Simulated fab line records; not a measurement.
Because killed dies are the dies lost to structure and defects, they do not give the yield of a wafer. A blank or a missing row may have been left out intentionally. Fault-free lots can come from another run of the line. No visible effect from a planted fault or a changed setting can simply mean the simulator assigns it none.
Problem report in the 8D (eight disciplines) form, filled by code -- flow berkeley cmos170 -- the parts of the form that need people (team, actions taken, sign-off) are left out

1. THE ISSUE
strip time to endpoint s at UCB170_ACTIVE_STRIP_16 reads a mean of 21.84 s on 6 wafers of 2 lots; wafers without a fault read 18.05 s with a standard deviation of 0.097. That puts it +39 standard deviations away from the usual mean.
The step: strips in O2.
The first sign was on wafer L100.2 at day 8 11:08, on plasma asher-03. The record has a number at this step for 42 wafers belonging to 14 lots. By rule, "out" or "out of limits" means more than 4 standard deviations away from the usual mean. Any other wafer with a number is counted as sound.

2. WHAT IT IS, AND WHAT IT ISN'T
question,is,is not
which readings at this step,"strip time to endpoint s, oes product au",-
which lots,"L100, L103","L101, L105, L106, L985, L986, L987, L988, L990, L991, L992, L993, L995"
which wafers of those lots,all that have a number,-
read on which tools,plasma asher-03,"plasma asher-01, plasma asher-04"
when,from day 8 11:08,"up to then (27 sound wafers); but 9 sound wafers of L101, L105, L106 came after"

3. SUSPECTS, AND WHAT RULES EACH OUT
Counting: a tool stays on the suspect list if, at a process step up to the reading, it processed all lots that are out and no sound lot following the first of them.
- plasma asher-03 at UCB170_ACTIVE_STRIP_16 (strips in O2): kept. It processed each lot that is out, first L100 at day 8 11:08, and no sound lot thereafter; up to then, the last sound lot it processed was L992 at day 6 09:35. Its own oes product au, strip time to endpoint s readings are out on those wafers.
Remaining after the count: plasma asher-03 at UCB170_ACTIVE_STRIP_16.

4. THE CAUSE (what the simulator had put in)
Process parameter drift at UCB170_ACTIVE_STRIP_16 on plasma asher-03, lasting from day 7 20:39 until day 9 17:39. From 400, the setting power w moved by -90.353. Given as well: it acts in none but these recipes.
The count eliminated every tool but this one.

5. THE EFFECT CHAIN, in route order
Rows list readings where the struck wafers' mean (over those with a number) sits beyond 3 standard deviations from the usual. Only readings whose record carries a usual standard deviation are examined. hours: median over the lots of the time between each lot's start at the first step of this table that gives one and its start at this step. sigmas: the change, counted in usual standard deviations.
hours,step,reading,usual,on struck wafers,change,sigmas
0,UCB170_ACTIVE_STRIP_16,oes product au,0.721 a.u.,0.635,-0.086,-20
0,UCB170_ACTIVE_STRIP_16,strip time to endpoint s,18.05 s,21.84,+3.79,+39
The process steps in it:
- UCB170_ACTIVE_STRIP_16: strips in O2.
At these later measuring or inspecting steps, every struck wafer for which the step has a row has a number for every such reading, and none has moved that far: UCB170_M1_OVL_MEAS_10.

6. WHAT WOULD HAVE CAUGHT IT SOONER
First out-of-limits reading in this record: day 8 11:08, which is 14 hours after fault onset at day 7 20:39.
